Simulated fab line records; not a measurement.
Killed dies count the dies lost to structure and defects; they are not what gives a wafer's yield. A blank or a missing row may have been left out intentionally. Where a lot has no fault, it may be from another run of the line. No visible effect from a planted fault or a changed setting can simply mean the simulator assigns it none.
Matching of chambers    flow berkeleyCmos170    UCB170_GATE_CLEAN_17 on wetBench-04: 4 sister chambers
The step cleans in SPM, time 600 s. 8 wafers are shown with their chamber, then 9 later ones without.

== WAFERS PAIRED WITH THEIR CHAMBERS ==
wafer   chamber  bathGuardTempC (C)  bathHeatDutyPct (%)
L221.3  0        120.4               12.8
L221.4  0        120.0               12.1
L224.5  2        120.3               14.2
L224.6  2        120.4               12.0
L229.5  3        119.7               13.6
L229.6  3        119.9               13.9
L228.4  1        120.7               11.8
L228.5  1        120.3               13.6

== WAFERS WITHOUT THEIR CHAMBER ==
wafer   bathGuardTempC (C)  bathHeatDutyPct (%)
L233.1  120.7               11.7
L233.3  120.6               12.0
L233.5  120.3               11.5
L232.1  120.4               12.9
L232.4  120.2               12.3
L232.5  120.2               11.3
L234.2  119.7               14.9
L234.5  119.8               13.7
L234.6  119.5               13.7

== WHICH CHAMBER EACH ONE RAN IN ==
wafer   from the rows above                in truth
L233.1  can't be placed: 1 or 2 or 0       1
L233.3  can't be placed: 1 or 2 or 0       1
L233.5  can't be placed: 0 or 1 or 2       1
L232.1  can't be placed: 2 or 1 or 0       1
L232.4  can't be placed: 0 or 2 or 1       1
L232.5  can't be placed: 0 or 2 or 1 or 3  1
L234.2  3                                  3
L234.5  3                                  3
L234.6  3                                  3
3 of 9 placed correctly. Can't be placed from these rows: 6 (the true chamber is among the candidates in 6). Wrongly placed: 0.
How it was worked out, from the rows above alone: a wafer's distance from a chamber is the root of the sum, over the readings, of the square of ((its reading less the chamber's mean) divided by the reading's scatter). The wafer belongs to the nearest chamber; if the next one is less than 2 further off, it can't be placed. For every chamber, the mean is computed from those of its wafers that are shown. The scatter is the square root of a quotient: the sum, over the shown wafers, of each reading's squared deviation from its chamber's mean, divided by wafers minus chambers.
